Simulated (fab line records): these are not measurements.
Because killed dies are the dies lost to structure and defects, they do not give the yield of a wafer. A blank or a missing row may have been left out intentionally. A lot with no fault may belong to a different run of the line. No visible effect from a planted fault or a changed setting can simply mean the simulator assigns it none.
Split-lot trial | flow berkeley-cmos170 | route with 331 steps; 5 lots, 16 wafers read

ABOUT THE SPLIT
At UCB170_M2_COAT_10 (resist thk 900 nm), the setting spin-rpm was moved away from the recipe's 1500 rpm on 5 of the 16 wafers read, by +3.2% to +4.5%. This setting was run at the recipe's value on the other wafers.

The split's own step is where the reading is taken.

THE READING
KrF_of_M2_COAT_10.thk-nm (the simulator's own value, which no gauge read), in nm, at UCB170_M2_COAT_10 (resist thk 900 nm). The file does not state a usual value for it. Across the 11 wafers here that went through the recipe, the average is 900.5 nm and the standard deviation 2.3 nm.

wafer  | tool, chamber at the split | spin-rpm as run, rpm | against the recipe | KrF_of_M2_COAT_10.thk-nm, nm | against lot-mates on the recipe
L074.1 | litho-track-04, 0          | 1567                 | +4.5%              | 881.2                        | -16.8
L074.2 | litho-track-04, 0          | 1500                 | recipe             | 899                          | -
L074.3 | litho-track-04, 0          | 1567                 | +4.5%              | 881.6                        | -16.4
L074.6 | litho-track-04, 0          | 1567                 | +4.5%              | 881.6                        | -16.4
L074.4 | litho-track-04, 0          | 1500                 | recipe             | 896.9                        | -
L076.1 | litho-track-02, 0          | 1500                 | recipe             | 900.8                        | -
L076.2 | litho-track-02, 0          | 1500                 | recipe             | 901.8                        | -
L076.6 | litho-track-02, 0          | 1500                 | recipe             | 900.7                        | -
L080.4 | litho-track-03, 0          | 1500                 | recipe             | 897.3                        | -
L080.6 | litho-track-03, 0          | 1500                 | recipe             | 903                          | -
L079.3 | litho-track-02, 0          | 1548                 | +3.2%              | 890.8                        | -14.1
L079.4 | litho-track-02, 0          | 1500                 | recipe             | 904.9                        | -
L079.6 | litho-track-02, 0          | 1548                 | +3.2%              | 891                          | -13.9
L082.1 | litho-track-03, 0          | 1500                 | recipe             | 901                          | -
L082.3 | litho-track-03, 0          | 1500                 | recipe             | 898.8                        | -
L082.4 | litho-track-03, 0          | 1500                 | recipe             | 901.2                        | -

THE FIT
A straight line over all 16 wafers: KrF_of_M2_COAT_10.thk-nm changes by -3.98 nm for each +1% of spin-rpm; r = -0.96; the points scatter about the line by 2.4 nm.
The same after taking each lot's own level away (the mean of its wafers on the recipe; 16 wafers): -3.84 nm for each +1%; r = -0.98; scatter 1.5 nm.
According to that fit, moving spin-rpm by its largest amount changes the reading by 17 nm.
From 897.95 to 904.90 nm: that is the span of the lots' own levels, equal to 3.1 times the standard deviation above.
So the lot-to-lot level changes the slope little: the two slopes agree.
Check: -17.4 nm against its lot-mates is what the line predicts for one of the wafers moved furthest among these (+4.5%) when that wafer is left out of the fit. Against them it came out at -16.8 nm.

THE FILE'S OWN FIT
KrF_of_M2_COAT_10.thk-nm changes by -3.84 nm for each +1% of spin-rpm, r = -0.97.
